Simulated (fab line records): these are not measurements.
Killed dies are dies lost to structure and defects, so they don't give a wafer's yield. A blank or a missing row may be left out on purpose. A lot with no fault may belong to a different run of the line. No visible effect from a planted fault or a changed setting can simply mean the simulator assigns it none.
Struck lot and sound lot, side by side :: flow rit-cmos :: 39 steps out of a route of 202
Sound: wafers L308.2, L308.3, L308.6. Wafers L309.2, L309.3, L309.5 were the ones struck. Last of all comes the cause.
For every step that has rows: the tool of each side, followed by ch and its chambers, followed by its first start. Under that, the readings that differ: sound wafers :: struck wafers :: difference of the means :: sigmas: that difference in standard deviations of wafers without a fault.
alike: readings whose means differ by less than 2 such deviations, and words and numbers that are the same on both sides. not compared: withheld readings, readings that some wafer has no value for, bounds like >300 that may hide the same value, and numbers for which the record gives no deviation and whose values overlap.
A row with sigmas, a row that says differs or no value, or rows on one side alone: a step with any of these is where the two part. Numbers that have no deviation but don't overlap get no sigmas and don't part them. A reading that every wafer of one side lacks parts them only if that side has two wafers or more.

first, 3 steps without rows for these wafers: RIT_GATE_EXPOSE_13 (exposes mask M6, target cd 150 nm); RIT_GATE_PEB_14; RIT_GATE_DEVELOP_15 (develop time 50 s).
RIT_GATE_CD_MEAS_16: target cd 150 nm.
  struck on cd-sem-02, day 4 12:03; sound on cd-sem-02, day 4 05:24
  alike: cd-nm
RIT_GATE_OVL_MEAS_17:
  struck on overlay-01, day 4 12:10; sound on overlay-02, day 4 05:31
  alike: GATE_OVL
then, 1 step without rows for these wafers: RIT_GATE_HARDBAKE_18 (time 60 s).
RIT_GATE_ETCH_19: etches poly-Si in SF6/CHF3/O2, stops on SiO2, time 165 s, target depth 312.5 nm.
  sound on rie-si-01 ch 1,2, day 4 05:44; struck on rie-si-02 ch 0,1,2, day 4 12:20
reading: throttle-valve-pct (%)
sound: 10.34 10.52 10.52
struck: 10.14 10.03 10.06
difference: -0.38
sigmas: -2
  alike: CHF3_flow_sccm, O2_flow_sccm, drypump-motor-current-A, he-backside-leak-sccm, oes-product-au, rf-fwd-power-W
  not compared: rf-hours-counter-h
RIT_GATE_STRIP_20: strips in O2, time 180 s.
  sound on plasma-asher-01 ch 0,1, day 4 05:50; struck on plasma-asher-02 ch 0,1, day 4 12:27
  alike: drypump-motor-current-A
  not compared: rf-hours-counter-h
RIT_GATE_CD_MEAS_90: target cd 150 nm.
  struck on cd-sem-02, day 4 12:38; sound on cd-sem-02, day 4 06:02
  alike: cd-nm
then, 3 steps without rows for these wafers: RIT_REOX_CLEAN_00 (cleans in SC1, time 600 s); RIT_REOX_CLEAN_01 (cleans in dHF, time 30 s); RIT_REOX_CLEAN_02 (cleans in SC2, time 600 s).
RIT_REOX_OXIDATION_03: target thk 25.2 nm, ox time 5580 s.
  sound on furnace-02 ch 0, day 4 06:31; struck on furnace-01 ch 0, day 4 16:32
RIT_REOX_THK_MEAS_04:
  struck on film-metro-01, day 4 19:10; sound on film-metro-03, day 4 09:05
reading: REOX_OXIDE_THK (nm)
sound: 25.1 25.2 24.6
struck: 40.1 40.0 40.5
difference: +15.2
sigmas: +31
then, 6 steps without rows for these wafers: RIT_NLDD_HMDS_00 (prime time 60 s); RIT_NLDD_COAT_01 (resist thk 1000 nm); RIT_NLDD_SOFTBAKE_02 (time 60 s); RIT_NLDD_EXPOSE_03 (exposes mask M7, target cd 40700 nm); RIT_NLDD_PEB_04; RIT_NLDD_DEVELOP_05 (develop time 50 s).
RIT_NLDD_OVL_MEAS_06:
  struck on overlay-01, day 4 20:18; sound on overlay-01, day 4 09:59
  alike: NLDD_OVL
then, 2 steps without rows for these wafers: RIT_NLDD_HARDBAKE_07 (time 60 s); RIT_NLDD_IMPLANT_08.
RIT_NLDD_STRIP_09: strips in O2, time 180 s.
  sound on plasma-asher-04 ch 0,1, day 4 10:19; struck on plasma-asher-03 ch 0,1, day 4 20:56
  alike: drypump-motor-current-A
  not compared: rf-hours-counter-h
RIT_NLDD_TW_MEAS_10:
  struck on film-metro-01, day 4 21:13; sound on film-metro-03, day 4 10:30
reading: NLDD_TW
sound: 2492 2478 2479
struck: 2523 2524 2518
difference: +39
sigmas: +2
then, 6 steps without rows for these wafers: RIT_PLDD_HMDS_00 (prime time 60 s); RIT_PLDD_COAT_01 (resist thk 1000 nm); RIT_PLDD_SOFTBAKE_02 (time 60 s); RIT_PLDD_EXPOSE_03 (exposes mask M8, target cd 40900 nm); RIT_PLDD_PEB_04; RIT_PLDD_DEVELOP_05 (develop time 50 s).
RIT_PLDD_OVL_MEAS_06:
  struck on overlay-01, day 4 22:08; sound on overlay-01, day 4 11:26
  alike: PLDD_OVL
then, 2 steps without rows for these wafers: RIT_PLDD_HARDBAKE_07 (time 60 s); RIT_PLDD_IMPLANT_08.
RIT_PLDD_STRIP_09: strips in O2, time 180 s.
  sound on plasma-asher-04 ch 0,1, day 4 11:49; struck on plasma-asher-04 ch 0,1, day 4 23:26
  alike: drypump-motor-current-A
  not compared: rf-hours-counter-h
RIT_PLDD_TW_MEAS_10:
  struck on film-metro-03, day 4 23:38; sound on film-metro-01, day 4 11:59
reading: PLDD_TW
sound: 2394 2375 2379
struck: 2344 2335 2353
difference: -39
sigmas: -2
RIT_SPACER_CLEAN_00: cleans in SC1, time 600 s.
  sound on wet-bench-02 ch 1, day 4 12:02; struck on wet-bench-02 ch 2, day 4 23:44
reading: model.SiO2_of_REOX_OXIDATION_03.thk-nm (nm)
sound: 23.17 23.2 22.67
struck: 36.94 36.87 37.36
difference: +14.04
sigmas: 
then, 1 step without rows for these wafers: RIT_SPACER_CLEAN_01 (cleans in dHF, time 30 s).
RIT_M1_PROBE_99:
  record: rows for the struck wafers here (prober-01, day 5 14:16), none for the sound ones

WHERE THEY PART
At RIT_GATE_ETCH_19 first; at RIT_M1_PROBE_99 last (within this record only).

WHY: what the simulator had put in
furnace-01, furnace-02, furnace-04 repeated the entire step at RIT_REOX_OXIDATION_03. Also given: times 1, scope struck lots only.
